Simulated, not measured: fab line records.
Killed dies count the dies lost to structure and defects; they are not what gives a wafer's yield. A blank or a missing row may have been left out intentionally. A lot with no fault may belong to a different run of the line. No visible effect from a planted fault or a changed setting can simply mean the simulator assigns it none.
fab line records | flow rit-cmos
record lots=14 | wafers=42 | last-day=8
route steps=202 shown GATE@95 M1@202
lots that met no fault: taken from a fault-free run of the same line
start-h: start of the lot's first displayed wafer, in hours after the record's first day | wait-h: hours from the lot's prior step to this one | " repeats the value in the row above | L1.1+2: a row that stands for several wafers | - no value, or no start was given | * or withheld: withheld | < > ~ a bound
route shown NAME@n: names a module that has steps shown in the file, with the first one's number in the route | usual: mean and standard deviation over wafers with no fault | same: alike in all rows | chamber/n: place in a boat | sites: each site's reading | _std_site: the standard deviation of these | _edge_site: mean of outer sites minus mean of inner sites | radius-mm: for every site, how far away it sits from the centre of the wafer | mask NAME#n: copy n | behind: tool/chamber where the wafer was last shaped | hold: what put the lot on hold/how long, in hours/how the hold closed | device: transistor that didn't switch, given as n, p or np | end of line: tests run on the same wafers once the route is complete | where a step has no rows: the recipe by itself | killed: dies lost to structure and defects at the first sort, not the wafer's yield | map: a wafer's dies, x killed, . not, _ none there
set.NAME: the setting that was run; set.NAME@STEP: the one run at that earlier step | model.NAME: the simulator's own value behind a step, which no gauge read
route steps across a sampled set of lots; one table per step, one row per wafer
services: the hour from which a tool's chamber was out of use, counted from the record's first day as start-h (under 0 if before that day), plus the number of hours and why
## steps
# step RIT_GATE_ETCH_19
# recipe chemistry=SF6/CHF3/O2 | time-s=165 | SF6_flow_sccm=30 | CHF3_flow_sccm=30 | O2_flow_sccm=5 | target=poly-Si | pressure-mtorr=40 | rf-w=160 | target-depth-a=3125 | over-etch-frac=0.25 | stop-on=SiO2
# usual O2_flow_sccm=5.000/0.015 | drypump-motor-current-A=5.54/0.28 | oes-product-au=0.849/0.016 | rf-fwd-power-W=159.4/0.5 | throttle-valve-pct=10.24/0.06
lot.wafer | tool      | chamber | start-h | wait-h | O2_flow_sccm | drypump-motor-current-A | oes-product-au | rf-fwd-power-W | rf-hours-counter-h | throttle-valve-pct
L201.1    | rie-si-01 | 0       | 38.41   | 0.1    | 5.015        | 5.88                    | 0.829          | 159.6          | 140                | 10.24
L201.2    | "         | 1       | "       | "      | 4.998        | 5.57                    | 0.852          | 158.9          | 145                | 10.32
L201.4    | "         | 2       | "       | "      | 4.969        | 5.74                    | 0.849          | 159.9          | 0                  | 10.31
L202.3    | rie-si-02 | 1       | 48.57   | 0.1    | 4.995        | 5.97                    | 0.877          | 158.6          | 5                  | 10.19
L202.4    | "         | 3       | "       | "      | 4.999        | 5.44                    | 0.833          | 159.1          | 1                  | 10.24
L202.6    | "         | 2       | "       | "      | 5.010        | 5.09                    | 0.860          | 159.4          | -                  | 10.22
L203.1    | rie-si-01 | 2       | 50.57   | 0.1    | 5.010        | 5.76                    | 0.857          | 159.4          | 0                  | 10.33
L203.3    | "         | 1       | "       | "      | 4.983        | 5.59                    | 0.849          | 159.5          | 145                | 10.32
L203.6    | "         | 0       | "       | "      | 5.020        | 5.89                    | 0.836          | 159.7          | -                  | 10.27
L204.2    | rie-si-02 | 3       | 54.69   | 0.1    | 5.018        | 5.44                    | 0.839          | 159.0          | 1                  | 10.23
L204.4    | "         | 3       | "       | "      | 5.031        | 5.45                    | 0.832          | 159.5          | -                  | 10.23
L204.6    | "         | 0       | "       | "      | 4.995        | 5.34                    | 0.836          | 159.8          | -                  | 10.22
L205.1    | rie-si-01 | 3       | 60.69   | 0.1    | 4.970        | 5.28                    | 0.858          | 158.9          | 1                  | 10.12
L205.5    | "         | 0       | "       | "      | 4.986        | 5.87                    | 0.833          | 159.8          | -                  | 10.26
L205.6    | "         | 1       | "       | "      | 5.009        | 5.59                    | 0.833          | 159.4          | -                  | 10.31
L207.3    | rie-si-01 | 1       | 72.72   | 0.1    | 4.998        | 5.60                    | 0.845          | 158.9          | 145                | 10.31
L207.5    | "         | 3       | "       | "      | 5.005        | 5.27                    | 0.863          | 158.5          | -                  | 10.13
L207.6    | "         | 0       | "       | "      | 4.981        | 5.91                    | 0.833          | 158.6          | -                  | 10.25
L208.1    | rie-si-02 | 1       | 74.07   | 0.1    | 5.012        | 5.97                    | 0.877          | 160.1          | 5                  | 10.19
L208.3    | "         | 2       | "       | "      | 4.990        | 5.11                    | 0.856          | 159.5          | 98                 | 10.20
L208.4    | "         | 2       | "       | "      | 5.009        | 5.10                    | 0.859          | 159.3          | -                  | 10.21
L209.2    | rie-si-01 | 0       | 80.62   | 0.1    | 5.003        | 5.88                    | 0.838          | 159.4          | 140                | 10.26
L209.4    | "         | 2       | "       | "      | 5.003        | 5.75                    | 0.848          | 159.4          | 0                  | 10.30
L209.6    | "         | 0       | "       | "      | 5.022        | 5.87                    | 0.835          | 159.6          | -                  | 10.26
L210.1    | rie-si-02 | 1       | 89.01   | 0.1    | 4.973        | 5.98                    | 0.867          | 158.6          | 5                  | 10.20
L210.3    | "         | 3       | "       | "      | 5.002        | 5.44                    | 0.831          | 158.9          | 1                  | 10.22
L210.6    | "         | 2       | "       | "      | 5.008        | 5.10                    | 0.846          | 159.8          | -                  | 10.21
L211.3    | rie-si-01 | 1       | 91.05   | 0.1    | 5.009        | 5.57                    | 0.850          | 159.1          | 145                | 10.30
L211.4    | "         | 3       | "       | "      | 4.999        | 5.28                    | 0.874          | 159.8          | 1                  | 10.12
L211.6    | "         | 1       | "       | "      | 5.004        | 5.58                    | 0.838          | 159.4          | -                  | 10.29
L214.1    | rie-si-02 | 2       | 112.79  | 0.1    | 4.996        | 5.09                    | 0.859          | 159.9          | 98                 | 10.22
L214.2    | "         | 0       | "       | "      | 5.003        | 5.32                    | 0.832          | 159.9          | 146                | 10.23
L214.6    | "         | 0       | "       | "      | 5.011        | 5.33                    | 0.830          | 158.7          | -                  | 10.24
L215.1    | rie-si-01 | 1       | 113.03  | 0.1    | 5.031        | 5.56                    | 0.830          | 159.6          | 146                | 10.30
L215.2    | "         | 2       | "       | "      | 5.003        | 5.74                    | 0.858          | 159.8          | 1                  | 10.34
L215.4    | "         | 0       | "       | "      | 5.009        | 5.89                    | 0.827          | 158.8          | 141                | 10.26
L220.2    | rie-si-02 | 1       | 158.21  | 0.1    | 4.993        | 5.98                    | 0.830          | 160.0          | 6                  | 10.19
L220.3    | "         | 3       | "       | "      | 5.015        | 5.45                    | 0.780          | 159.6          | 2                  | 10.24
L220.4    | "         | 2       | "       | "      | 5.000        | 5.12                    | 0.790          | 159.7          | 98                 | 10.22
L222.3    | rie-si-02 | 1       | 161.66  | 0.1    | 5.004        | 5.98                    | 0.825          | 159.9          | 6                  | 10.16
L222.4    | "         | 0       | "       | "      | 5.008        | 5.33                    | 0.754          | 160.6          | 0                  | 10.19
L222.5    | "         | 2       | "       | "      | 4.987        | 5.11                    | 0.775          | 159.4          | -                  | 10.23
# step RIT_M1_PROBE_99
# usual killed-at-contacts=0.1/0.3 | killed-at-front-end=7/3.1 | killed-dies=7/3.1 | killed-on-rim=1.9/1.5 | killed-open=3.8/2.3 | killed-short=3.2/1.9
# same gross-dies=264 | killed_at_M0_to_M3=0 | killed_at_M4_up=0 | killed-at-back-side=0 | killed-at-other=0
lot.wafer | tool      | chamber | start-h | wait-h | killed-at-contacts | killed-at-front-end | killed-dies | killed-on-rim | killed-open | killed-short
L220.2    | prober-01 | -       | 181.94  | 0.1    | 0                  | 264                 | 264         | 70            | 4           | 4
L220.3    | prober-01 | -       | 181.99  | 0.2    | 0                  | 264                 | 264         | 70            | 5           | 1
L220.4    | prober-01 | -       | 182.04  | 0.2    | 0                  | 264                 | 264         | 70            | 8           | 5
L222.3    | prober-01 | -       | 184.42  | 0.2    | 0                  | 264                 | 264         | 70            | 7           | 4
L222.4    | prober-01 | -       | 184.47  | 0.2    | 0                  | 264                 | 264         | 70            | 2           | 1
L222.5    | prober-01 | -       | 184.52  | 0.2    | 0                  | 264                 | 264         | 70            | 3           | 1
# killed by level:class
L220.2 GATE:area-etch=256 GATE:geometric-particle:short=2 REOX:geometric-particle:short=2 SPACER:geometric-particle:open=2 GATE:geometric-particle:open=1 SILICIDE:geometric-particle:open=1
L220.3 GATE:area-etch=258 SPACER:geometric-particle:open=4 GATE:geometric-particle:open=1 GATE:geometric-particle:short=1
L220.4 GATE:area-etch=251 REOX:geometric-particle:open=4 FOX1:geometric-particle:short=2 GATE:geometric-particle:open=2 REOX:geometric-particle:short=2 FOX1:geometric-particle:open=1 SPACER:geometric-particle:short=1 SILICIDE:geometric-particle:open=1
L222.3 GATE:area-etch=253 SILICIDE:geometric-particle:open=4 GATE:geometric-particle:short=2 SILICIDE:geometric-particle:short=2 FOX2:geometric-particle:open=1 REOX:geometric-particle:open=1 SPACER:geometric-particle:open=1
L222.4 GATE:area-etch=261 FOX2:geometric-particle:open=1 REOX:geometric-particle:short=1 REOX:geometric-particle:open=1
L222.5 GATE:area-etch=260 FOX2:geometric-particle:open=1 GATE:geometric-particle:open=1 REOX:geometric-particle:short=1 REOX:geometric-particle:open=1
## services
tool      | chamber | start-h | hours | kind
rie-si-02 | 1       | 52.96   | 6.6   | repair
rie-si-02 | 0       | 72.58   | 18.3  | repair
rie-si-02 | 0       | 129.10  | -     | clean
rie-si-02 | 0       | 129.10  | 16.2  | scheduled-down
rie-si-02 | 0       | 129.10  | 16.2  | vent-cycle
rie-si-01 | 1       | 131.99  | -     | clean
rie-si-01 | 1       | 131.99  | 21.8  | scheduled-down
rie-si-01 | 1       | 131.99  | 21.8  | vent-cycle
rie-si-01 | 0       | 155.65  | -     | clean
rie-si-01 | 0       | 155.65  | 27.1  | scheduled-down
rie-si-01 | 0       | 155.65  | 27.1  | vent-cycle
## key
first-sign step=RIT_GATE_ETCH_19 | reading=oes-product-au | direction=down | sigmas=3.5 | usual=0.849 | struck=0.792
effect step=RIT_M1_PROBE_99 | reading=killed-dies | direction=up | sigmas=84 | usual=7 | struck=264
more-kills-born-at RIT_GATE_ETCH_19@rie-si-02=1539
met-at RIT_GATE_ETCH_19
struck-lots L220,L222
later-rows-left-out L220.2,L220.3,L220.4,L222.3,L222.4,L222.5
tester-left-out L220,L222
onset-between 112.79 158.21
fault kind=process-parameter-drift | tool=rie-si-02 | chamber=- | onset-h=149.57 | steps=RIT_GATE_ETCH_19 | channel=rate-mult | offset=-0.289 | shape=step | end-h=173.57
# tester-left-out: of these lots the tester's yield and bins aren't shown, on N5 and GAA mostly nor the transistor test; their killed dies are dies lost to structure and defects alone, not to doping, threshold or leakage, so they don't give the yield
# later-rows-left-out: the simulator's readings of these wafers behind a module that went badly wrong aren't trusted and aren't shown, but for the sort
